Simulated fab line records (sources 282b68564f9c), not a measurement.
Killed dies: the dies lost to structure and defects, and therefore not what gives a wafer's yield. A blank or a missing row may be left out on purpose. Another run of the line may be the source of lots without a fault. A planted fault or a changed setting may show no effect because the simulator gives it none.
Which tool was responsible? | flow rit cmos | 42 wafers sampled from 14 lots at 1 step of a route of 202

== WHAT THE GAUGES SHOWED, per wafer ==
No reading from a measuring or inspecting step in the record can be judged against a usual standard deviation.

== TOOL THAT RAN EACH LOT (tool first, then ch and the chambers of the sampled wafers, then the start) ==
lot  | RIT_PLDD_EXPOSE_03
L610 | iline stepper-02 ch 0, day 3 00:02
L611 | iline stepper-01 ch 0, day 3 07:30
L613 | iline stepper-02 ch 0, day 3 16:55
L615 | iline stepper-01 ch 0, day 4 05:18
L616 | iline stepper-02 ch 0, day 4 07:52
L617 | iline stepper-01 ch 0, day 4 15:38
L621 | iline stepper-02 ch 0, day 5 12:03
L622 | iline stepper-02, day 5 13:35
L623 | iline stepper-01, day 5 21:55
L626 | iline stepper-01 ch 0, day 6 14:24
L628 | iline stepper-01 ch 0, day 7 02:45
L629 | iline stepper-01 ch 0, day 7 03:10
L631 | iline stepper-02 ch 0, day 7 14:39
L632 | iline stepper-01 ch 0, day 7 18:34
- RIT_PLDD_EXPOSE_03: exposes mask M8, target cd 40900 nm.

== AS READ BY THE TOOLS THEMSELVES (means over the sampled wafers that have a number; for cases with no such wafer, the mark the record gives instead) ==
RIT_PLDD_EXPOSE_03.
lot  | tool             | exposure dose mJ cm2 | focus offset nm (nm)
L610 | iline stepper-02 | 249.97               | 0.6
L611 | iline stepper-01 | 249.82               | -0.6
L613 | iline stepper-02 | 249.56               | -0.2
L615 | iline stepper-01 | 249.60               | 0.2
L616 | iline stepper-02 | 250.36               | 0.1
L617 | iline stepper-01 | 250.16               | 0.6
L621 | iline stepper-02 | 249.88               | -0.5
L622 | iline stepper-02 | -                    | -
L623 | iline stepper-01 | -                    | -
L626 | iline stepper-01 | 249.87               | 0.0
L628 | iline stepper-01 | 249.88               | 0.1
L629 | iline stepper-01 | 250.38               | 0.4
L631 | iline stepper-02 | 249.89               | -0.2
L632 | iline stepper-01 | 250.28               | 0.5

== THE ANSWER, worked out from the rows above alone ==
Rule: the usual values come from the lots themselves. The widest of any qualifying gaps counts: lots, ordered by their means at a reading, are off when they make up no more than a third of the lots, leave a main group of 4 or more, and stand apart from it by 3 or more times the standard deviation of that group's means. The tables above print the reading to a certain number of digits; a main group whose means all agree to those digits is not used. A lot without any number at a reading at which 4 lots or more have one is off too. Any other lot the step has rows for is counted as sound. After the gauges, taken in route order, come the tools' own readings; for these a lot's mean is taken, as printed above. At the first step where some lot is off, the reading lying furthest off is the one used; lots without a number count as furthest.
Off, at RIT_PLDD_EXPOSE_03 on exposure dose mJ cm2: L622, L623. Without a number there: L622, L623. The main group: mean 249.97, standard deviation 0.26.
A tool fits if, at that step or a process step before it, it ran every lot that is off, and no sound lot after the first of them. Of those tried, none fits.

== WHAT THE SIMULATOR HAD PUT IN ==
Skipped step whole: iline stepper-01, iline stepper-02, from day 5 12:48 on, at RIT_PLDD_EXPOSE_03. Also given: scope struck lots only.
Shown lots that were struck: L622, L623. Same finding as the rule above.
